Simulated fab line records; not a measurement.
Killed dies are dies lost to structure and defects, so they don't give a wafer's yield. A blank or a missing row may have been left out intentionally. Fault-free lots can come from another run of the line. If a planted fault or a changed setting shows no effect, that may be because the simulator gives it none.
Which tool is to blame? / flow berkeley cmos170 / 6 lots, 18 wafers sampled, at 2 steps of a route of 331

## WHAT THE GAUGES READ, wafer by wafer
UCB170_PSD_CD_MEAS_06 targets a cd of 1200 nm.
lot=L130; measured=day 7 14:38; on=cd sem-01; cd nm (nm)=1199.7 1200.4 1199.4
lot=L136; measured=day 8 18:09; on=cd sem-02; cd nm (nm)=1181.9 1183.0 1181.6
lot=L142; measured=day 9 18:08; on=cd sem-01; cd nm (nm)=1184.9 1185.6 1185.7
lot=L146; measured=day 10 20:58; on=cd sem-01; cd nm (nm)=1201.3 1201.8 1202.5
lot=L149; measured=day 10 21:39; on=cd sem-01; cd nm (nm)=1198.2 1198.9 1199.5
lot=L151; measured=day 11 19:40; on=cd sem-01; cd nm (nm)=1199.0 1199.8 1198.3

## WHAT TOOL EACH LOT RAN ON (gives the tool, then ch and the chambers of the sampled wafers, and finally the start)
lot=L130; UCB170_PSD_EXPOSE_03=krf scanner-01 ch 0, day 7 14:08
lot=L136; UCB170_PSD_EXPOSE_03=krf scanner-02 ch 0, day 8 17:46
lot=L142; UCB170_PSD_EXPOSE_03=krf scanner-02 ch 0, day 9 17:45
lot=L146; UCB170_PSD_EXPOSE_03=krf scanner-01 ch 0, day 10 20:35
lot=L149; UCB170_PSD_EXPOSE_03=krf scanner-01 ch 0, day 10 21:16
lot=L151; UCB170_PSD_EXPOSE_03=krf scanner-01 ch 0, day 11 19:17
- UCB170_PSD_EXPOSE_03: exposes mask PSELECT MOD, target cd 1200 nm.

## THE ANSWER, worked out from the rows above alone
Rule: the usual values come from the lots themselves. Put in order of their means at a reading, lots are off if they are a third of the lots or fewer, leave a main group of 4 or more, and stand apart from it by a gap of 3 or more times the standard deviation of the main group's means; of several such gaps the widest counts. A main group whose means are all the same, to the digits that the tables above print for the reading, isn't used. A lot without any number at a reading at which 4 lots or more have one is off too. All remaining lots with rows at the step are treated as sound.
Off at UCB170_PSD_CD_MEAS_06 (cd nm): L136, L142. The main group has a mean of 1199.9 nm with a standard deviation of 1.2.
A tool fits if, at a process step before that reading, it ran every lot that is off, and no sound lot after the first of them. Gauges at UCB170_PSD_CD_MEAS_06: tried the same way as those tools. One fits: UCB170_PSD_EXPOSE_03 on krf scanner-02. It ran no sound lot before its first lot that is off in this sample, so the start can't be narrowed down.

## WHAT THE SIMULATOR PUT IN
Process parameters drifting: krf scanner-02 at UCB170_PSD_EXPOSE_03, beginning at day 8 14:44. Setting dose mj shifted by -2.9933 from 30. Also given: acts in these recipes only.
Struck lots among those shown: L136, L142. The same result came from the rule above.
